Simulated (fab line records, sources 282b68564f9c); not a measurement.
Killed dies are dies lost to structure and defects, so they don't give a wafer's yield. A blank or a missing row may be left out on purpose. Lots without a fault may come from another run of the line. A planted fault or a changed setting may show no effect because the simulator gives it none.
Problem report in the 8D (eight disciplines) form, filled by code | flow rit_cmos | the parts of the form that need people (team, actions taken, sign-off) are left out

1. THE PROBLEM
cd_nm at RIT_GATE_CD_MEAS_16 reads a mean of 242.0 nm on 9 wafers of 3 lots; wafers without a fault read 149.8 nm with a standard deviation of 2.3. That is +40 standard deviations from the usual mean.
The step: target cd 150 nm.
First seen on wafer L594.1, day 5 23:34, on cd_sem-01. The record holds 45 wafers of 15 lots with a number at this step. Rule for "out", or "out of limits": more than 4 standard deviations from the usual mean. The other wafers with a number count as sound.

2. WHAT IT IS AND WHAT IT IS NOT
question                    | is                     | is not
which readings at this step | cd_nm                  | -
which lots                  | L594, L595, L600       | L578, L579, L580, L582, L583, L584, L587, L588, L589, L590, L591, L598
which wafers of those lots  | all that have a number | -
read on which gauges        | cd_sem-01, cd_sem-02   | -
when                        | from day 5 23:34       | up to then (33 sound wafers); but 3 sound wafers of L598 came after

3. SUSPECTS, AND WHAT RULES EACH OUT
Counting: a tool at a process step up to the reading stays a suspect if it ran every lot that is out and no sound lot after the first of them.
- the gauge at RIT_GATE_CD_MEAS_16: ruled out. The wafers that are out were read on 2 gauges (cd_sem-01, cd_sem-02).
- iline_stepper-02 at RIT_GATE_EXPOSE_13 (exposes mask M6, target cd 150 nm): kept. It ran every lot that is out, first L594 (day 5 23:10), and no sound lot after that; its last sound lot up to then is L589 (day 4 19:38). Its own readings are out on those wafers: exposure_dose_mJ_cm2.
Left after counting: iline_stepper-02 at RIT_GATE_EXPOSE_13.

4. THE CAUSE (what the simulator had put in)
Process parameter drift: iline_stepper-02, from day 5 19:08 on, at RIT_GATE_EXPOSE_13. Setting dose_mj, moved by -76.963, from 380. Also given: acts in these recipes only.
Counting left only this tool.

5. THE CHAIN OF EFFECTS, in route order
Each row: a reading whose mean over the struck wafers that have a number lies more than 3 standard deviations from the usual. Only readings for which the record gives a usual standard deviation are gone through. hours: the time from each lot's start at the first step in this table that gives one to its start at this step, as a median over the lots. sigmas: the change in usual standard deviations.
hours | step                | reading              | usual    | on struck wafers | change | sigmas
0     | RIT_GATE_EXPOSE_13  | exposure_dose_mJ_cm2 | 379.9    | 317.2            | -62.7  | -99 or more
0     | RIT_GATE_CD_MEAS_16 | cd_nm                | 149.8 nm | 242.0            | +92.2  | +40
22    | RIT_M1_PROBE_99     | killed_at_front_end  | 7        | 264              | +257   | +86
22    | RIT_M1_PROBE_99     | killed_dies          | 7        | 264              | +257   | +83
22    | RIT_M1_PROBE_99     | killed_on_rim        | 1.9      | 70.0             | +68.1  | +45
The process steps in it:
- RIT_GATE_EXPOSE_13: exposes mask M6, target cd 150 nm.
- RIT_M1_PROBE_99

6. WHAT WOULD HAVE CAUGHT IT SOONER
In this record the first reading out of limits at a measuring or inspecting step was taken at day 5 23:34, 4 hours after the fault began at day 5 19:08.
The tool's own readings at RIT_GATE_EXPOSE_13 were out on every struck wafer that the step has a row for (exposure_dose_mJ_cm2): an alarm limit on them would have fired on the first of those.
Of the lots that are out (3), L595, L600 began RIT_GATE_EXPOSE_13 on iline_stepper-02 after day 5 23:34. A hold on the tool at that time would have spared those 2.
